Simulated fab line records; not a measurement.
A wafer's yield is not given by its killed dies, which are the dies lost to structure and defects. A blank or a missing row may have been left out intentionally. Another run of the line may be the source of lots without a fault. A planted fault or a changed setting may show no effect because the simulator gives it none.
What tool caused it? || flow berkeley cmos170 || 30 wafers from 10 lots sampled at 2 of the route's 331 steps

WHAT THE GAUGES SHOWED, per wafer
UCB170_PVT_OVL_MEAS_06.
{"lot": "L111", "measured": "day 5 15:13", "on": "overlay-01", "PVT_OVL (nm)": "-12 -3 -4"}
{"lot": "L112", "measured": "day 5 15:19", "on": "overlay-02", "PVT_OVL (nm)": "-10 -9 -12"}
{"lot": "L113", "measured": "day 5 22:05", "on": "overlay-02", "PVT_OVL (nm)": "2 2 -1"}
{"lot": "L114", "measured": "day 6 02:34", "on": "overlay-02", "PVT_OVL (nm)": "915 906 916 912 905 913"}
{"lot": "L116", "measured": "day 6 13:45", "on": "overlay-02", "PVT_OVL (nm)": "912 904 905 910 902 903"}
{"lot": "L115", "measured": "day 6 14:17", "on": "overlay-01", "PVT_OVL (nm)": "915 909 918 913 908 916"}
{"lot": "L117", "measured": "day 6 18:35", "on": "overlay-01", "PVT_OVL (nm)": "902 911 907 900 907 906"}
{"lot": "L131", "measured": "day 9 20:58", "on": "overlay-02", "PVT_OVL (nm)": "-13 -4 -6"}
{"lot": "L130", "measured": "day 9 21:05", "on": "overlay-01", "PVT_OVL (nm)": "-9 -15 -14"}
{"lot": "L132", "measured": "day 10 01:44", "on": "overlay-01", "PVT_OVL (nm)": "-8 -2 -1"}

TOOL THAT RAN EACH LOT (tool first, then ch and the chambers of the sampled wafers, then the start)
{"lot": "L111", "UCB170_PVT_EXPOSE_03": "krf scanner-02 ch 0, day 5 14:34"}
{"lot": "L112", "UCB170_PVT_EXPOSE_03": "krf scanner-02 ch 0, day 5 14:44"}
{"lot": "L113", "UCB170_PVT_EXPOSE_03": "krf scanner-02 ch 0, day 5 21:41"}
{"lot": "L114", "UCB170_PVT_EXPOSE_03": "krf scanner-02 ch 0, day 6 02:10"}
{"lot": "L116", "UCB170_PVT_EXPOSE_03": "krf scanner-02 ch 0, day 6 12:46"}
{"lot": "L115", "UCB170_PVT_EXPOSE_03": "krf scanner-02 ch 0, day 6 13:11"}
{"lot": "L117", "UCB170_PVT_EXPOSE_03": "krf scanner-02 ch 0, day 6 18:12"}
{"lot": "L131", "UCB170_PVT_EXPOSE_03": "krf scanner-01 ch 0, day 9 20:35"}
{"lot": "L130", "UCB170_PVT_EXPOSE_03": "krf scanner-01 ch 0, day 9 20:41"}
{"lot": "L132", "UCB170_PVT_EXPOSE_03": "krf scanner-01 ch 0, day 10 01:08"}
- UCB170_PVT_EXPOSE_03: exposes mask NWELL, target cd 3000 nm.

THE ANSWER, worked out from the rows above alone
Rule: the usual values come from the lots themselves. Put in order of their means at a reading, lots are off if they are a third of the lots or fewer, leave a main group of 4 or more, and stand apart from it by a gap of 3 or more times the standard deviation of the main group's means; of several such gaps the widest counts. A main group whose means are all the same, to the digits that the tables above print for the reading, isn't used. Also off: a lot with no number at a reading for which 4 or more lots have one. Where the step has rows for the other lots, those lots are counted as sound.
Nothing can be told from this: no lot is off at any reading shown.

WHAT THE SIMULATOR HAD INSERTED
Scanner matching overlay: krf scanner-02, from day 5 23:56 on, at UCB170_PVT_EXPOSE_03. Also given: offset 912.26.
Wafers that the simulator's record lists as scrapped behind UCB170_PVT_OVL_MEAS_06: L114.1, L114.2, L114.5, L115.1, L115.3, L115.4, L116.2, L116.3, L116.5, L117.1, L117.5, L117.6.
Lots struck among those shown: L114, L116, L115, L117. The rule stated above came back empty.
